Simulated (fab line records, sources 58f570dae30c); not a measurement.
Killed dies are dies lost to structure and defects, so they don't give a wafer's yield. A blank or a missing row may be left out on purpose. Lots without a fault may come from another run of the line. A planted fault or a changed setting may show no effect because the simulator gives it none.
Problem report in the 8D (eight disciplines) form, filled by code | flow berkeley_cmos170 | the parts of the form that need people (team, actions taken, sign-off) are left out

1. THE PROBLEM
PWELL_TW at UCB170_PWELL_TW_MEAS_17 reads a mean of 339 on 6 wafers of 2 lots; wafers without a fault read 378 with a standard deviation of 5.2. That is -7.5 standard deviations from the usual mean.
First seen on wafer L635.4, day 5 02:41, on film_metro-02. The record holds 42 wafers of 14 lots with a number at this step. Rule for "out", or "out of limits": more than 4 standard deviations from the usual mean. The other wafers with a number count as sound.

2. WHAT IT IS AND WHAT IT IS NOT
question                    | is                     | is not
which readings at this step | PWELL_TW               | -
which lots                  | L635, L639             | L627, L628, L629, L630, L632, L633, L634, L636, L643, L645, L648, L649
which wafers of those lots  | all that have a number | -
read on which gauges        | film_metro-02          | film_metro-03, film_metro-04
when                        | from day 5 02:41       | up to then (18 sound wafers); but 18 sound wafers of L634, L636, L643, L645, L648, L649 came after

3. SUSPECTS, AND WHAT RULES EACH OUT
Counting: a tool at a process step up to the reading stays a suspect if it ran every lot that is out and no sound lot after the first of them.
- the gauge at UCB170_PWELL_TW_MEAS_17: ruled out. All the wafers that are out were read on film_metro-02, but those of them that UCB170_PWELL_IMPLANT_15 has rows for are out there too, on other tools.
- implanter-03 at UCB170_PWELL_IMPLANT_15: kept. It ran every lot that is out, first L635 (day 5 02:19), and no sound lot after that; its last sound lot up to then is L633 (day 4 12:37). Its own readings are out on those wafers: dose_ions_cm2, faraday_current_uA.
Left after counting: implanter-03 at UCB170_PWELL_IMPLANT_15.

4. THE CAUSE (what the simulator had put in)
Process parameter drift: implanter-03, from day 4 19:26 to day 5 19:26, at UCB170_PWELL_IMPLANT_15. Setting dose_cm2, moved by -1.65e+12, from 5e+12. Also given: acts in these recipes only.
Counting left only this tool.

5. THE CHAIN OF EFFECTS, in route order
Each row: a reading whose mean over the struck wafers that have a number lies more than 3 standard deviations from the usual. Only readings for which the record gives a usual standard deviation are gone through. hours: the time from each lot's start at the first step in this table that gives one to its start at this step, as a median over the lots. sigmas: the change in usual standard deviations.
hours | step                    | reading            | usual     | on struck wafers | change     | sigmas
0     | UCB170_PWELL_IMPLANT_15 | dose_ions_cm2      | 4.999e+12 | 3.345e+12        | -1.654e+12 | -99 or more
0     | UCB170_PWELL_IMPLANT_15 | faraday_current_uA | 15.9      | 10.8             | -5.2       | -16
0     | UCB170_PWELL_TW_MEAS_17 | PWELL_TW           | 378       | 339              | -39        | -7.5
The process steps in it:
- UCB170_PWELL_IMPLANT_15
Later measuring or inspecting steps at which every struck wafer that the step has a row for has a number for every such reading, and none has moved that far: UCB170_M1_CD_MEAS_90.

6. WHAT WOULD HAVE CAUGHT IT SOONER
In this record the first reading out of limits at a measuring or inspecting step was taken at day 5 02:41, 7 hours after the fault began at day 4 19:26.
The tool's own readings at UCB170_PWELL_IMPLANT_15 were out on every struck wafer that the step has a row for (dose_ions_cm2, faraday_current_uA): an alarm limit on them would have fired on the first of those.
Of the lots that are out (2), L639 began UCB170_PWELL_IMPLANT_15 on implanter-03 after day 5 02:41. A hold on the tool at that time would have spared it.
